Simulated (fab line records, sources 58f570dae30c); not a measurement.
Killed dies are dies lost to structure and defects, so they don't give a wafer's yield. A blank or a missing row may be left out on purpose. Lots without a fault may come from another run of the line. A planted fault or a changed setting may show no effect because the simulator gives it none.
Which tool did it? | flow berkeley_cmos170 | 15 lots, 45 wafers sampled, at 3 steps of a route of 331

WHAT THE GAUGES READ, wafer by wafer
UCB170_PLDD_TW_MEAS_11. Usual: PLDD_TW 1009, standard deviation 3.8.
lot  | measured     | on            | PLDD_TW        | flag
L153 | day 8 00:44  | film_metro-03 | 1007 1011 1011 |
L157 | day 8 05:18  | film_metro-01 | 1010 1007 1010 |
L154 | day 8 05:32  | film_metro-04 | 1010 1008 1013 |
L151 | day 8 06:04  | film_metro-01 | 1008 1011 1009 |
L156 | day 8 06:09  | film_metro-04 | 990 989 988    | OFF
L155 | day 8 06:18  | film_metro-01 | 1010 1007 1005 |
L161 | day 8 23:58  | film_metro-04 | 994 986 992    | OFF
L162 | day 9 00:28  | film_metro-04 | 1009 1005 1009 |
L160 | day 9 12:32  | film_metro-03 | 988 992 986    | OFF
L164 | day 9 12:49  | film_metro-03 | 1006 1007 1010 |
L168 | day 10 23:46 | film_metro-01 | 1013 1014 1011 |
L169 | day 11 00:04 | film_metro-03 | 1006 1011 1006 |
L171 | day 11 00:10 | film_metro-04 | 1015 1008 1012 |
L170 | day 11 00:22 | film_metro-03 | 1007 1006 1005 |
L172 | day 12 01:01 | film_metro-01 | 1010 1005 1006 |

UCB170_SDANNEAL_RS_MEAS_04: measures by four-point-probe. Usual: PLDD_RS 1032 ohm/sq, standard deviation 3.
lot  | measured     | on            | PLDD_RS (ohm/sq) | flag
L153 | day 8 19:37  | film_metro-04 | 1033 1031 1030   |
L157 | day 8 21:20  | film_metro-04 | 1035 1032 1033   |
L154 | day 8 21:56  | film_metro-04 | 1034 1035 1036   |
L151 | day 8 21:36  | film_metro-03 | 1031 1029 1026   |
L156 | day 8 22:45  | film_metro-04 | 1083 1083 1083   | OFF
L155 | day 8 22:04  | film_metro-03 | 1033 1034 1034   |
L161 | day 9 16:27  | film_metro-03 | 1084 1088 1084   | OFF
L162 | day 9 17:05  | film_metro-01 | 1032 1035 1031   |
L160 | day 10 07:35 | film_metro-04 | 1080 1084 1085   | OFF
L164 | day 10 07:46 | film_metro-01 | 1022 1026 1025   |
L168 | day 11 14:06 | film_metro-04 | 1031 1029 1030   |
L169 | day 11 14:38 | film_metro-01 | 1034 1029 1030   |
L171 | day 11 14:08 | film_metro-01 | 1032 1035 1038   |
L170 | day 11 15:01 | film_metro-04 | 1034 1032 1033   |
L172 | day 12 16:15 | film_metro-03 | 1035 1030 1030   |

WHICH TOOL RAN EACH LOT (tool, then ch and the chambers of the sampled wafers, then the start)
lot  | UCB170_PLDD_IMPLANT_09
L153 | implanter-01 ch 0, day 8 00:29
L157 | implanter-01 ch 0, day 8 05:03
L154 | implanter-03 ch 0, day 8 05:17
L151 | implanter-03 ch 0, day 8 05:50
L156 | implanter-01 ch 0, day 8 05:56
L155 | implanter-02 ch 0, day 8 06:03
L161 | implanter-01 ch 0, day 8 23:43
L162 | implanter-02 ch 0, day 9 00:13
L160 | implanter-01 ch 0, day 9 12:17
L164 | implanter-02 ch 0, day 9 12:34
L168 | implanter-02 ch 0, day 10 23:31
L169 | implanter-02 ch 0, day 10 23:49
L171 | implanter-03 ch 0, day 10 23:57
L170 | implanter-02 ch 0, day 11 00:07
L172 | implanter-03 ch 0, day 12 00:46
- UCB170_PLDD_IMPLANT_09

WHAT THE TOOLS THEMSELVES READ (means of the sampled wafers that have a number; where no wafer has one, the mark that the record gives instead)
UCB170_PLDD_IMPLANT_09. Usual: dose_ions_cm2 5e+13, standard deviation 5.8e+10; faraday_current_uA 158.5, standard deviation 2.8.
lot  | tool         | dose_ions_cm2 | faraday_current_uA | flag
L153 | implanter-01 | 5e+13         | 159.0              |
L157 | implanter-01 | 5e+13         | 158.2              |
L154 | implanter-03 | 5e+13         | 158.3              |
L151 | implanter-03 | 5e+13         | 156.8              |
L156 | implanter-01 | 4e+13         | 137.5              | OFF
L155 | implanter-02 | 5e+13         | 160.6              |
L161 | implanter-01 | 4e+13         | 139.0              | OFF
L162 | implanter-02 | 5e+13         | 159.6              |
L160 | implanter-01 | 4e+13         | 140.0              | OFF
L164 | implanter-02 | 5e+13         | 157.5              |
L168 | implanter-02 | 5e+13         | 158.7              |
L169 | implanter-02 | 5e+13         | 156.0              |
L171 | implanter-03 | 5e+13         | 160.8              |
L170 | implanter-02 | 5e+13         | 159.3              |
L172 | implanter-03 | 5e+13         | 156.9              |

THE ANSWER, worked out from the rows above alone
Rule: a lot is off if the mean of its wafers that have a number lies more than 3 standard deviations from the usual mean. A lot without any number at a reading at which 4 lots or more have one is off too. The other lots that the step has rows for count as sound. The gauges are gone through in route order, then the tools' own readings, and for those a lot's mean is taken as printed above. The first step at which some lot is off is used, and at that step the reading that is off furthest; a lot without a number counts as furthest.
Off: L156, L161, L160, at UCB170_PLDD_TW_MEAS_11 (PLDD_TW).
A tool fits if, at a process step before that reading, it ran every lot that is off, and no sound lot after the first of them. The gauges at UCB170_PLDD_TW_MEAS_11 aren't tried: what is off there is off at UCB170_PLDD_IMPLANT_09 too, on other tools, and a gauge's error can't cause that. One fits: implanter-01 at UCB170_PLDD_IMPLANT_09. Its last sound lot is L157 (day 8 05:03), its first lot that is off L156 (day 8 05:56): a fault that began between those two fits.
The tool's own readings at UCB170_PLDD_IMPLANT_09 bear it out: on the lots that are off they differ by more than 5 times the standard deviation of the sound lots' means. dose_ions_cm2 reads 4e+13 there against 5e+13 on the sound lots; faraday_current_uA reads 138.8 there against 158.5 on the sound lots.

WHAT THE SIMULATOR HAD PUT IN
Process parameter drift: implanter-01, from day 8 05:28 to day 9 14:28, at UCB170_PLDD_IMPLANT_09. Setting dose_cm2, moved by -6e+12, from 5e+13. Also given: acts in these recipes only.
Lots struck among those shown: L156, L161, L160. The rule above found the same.
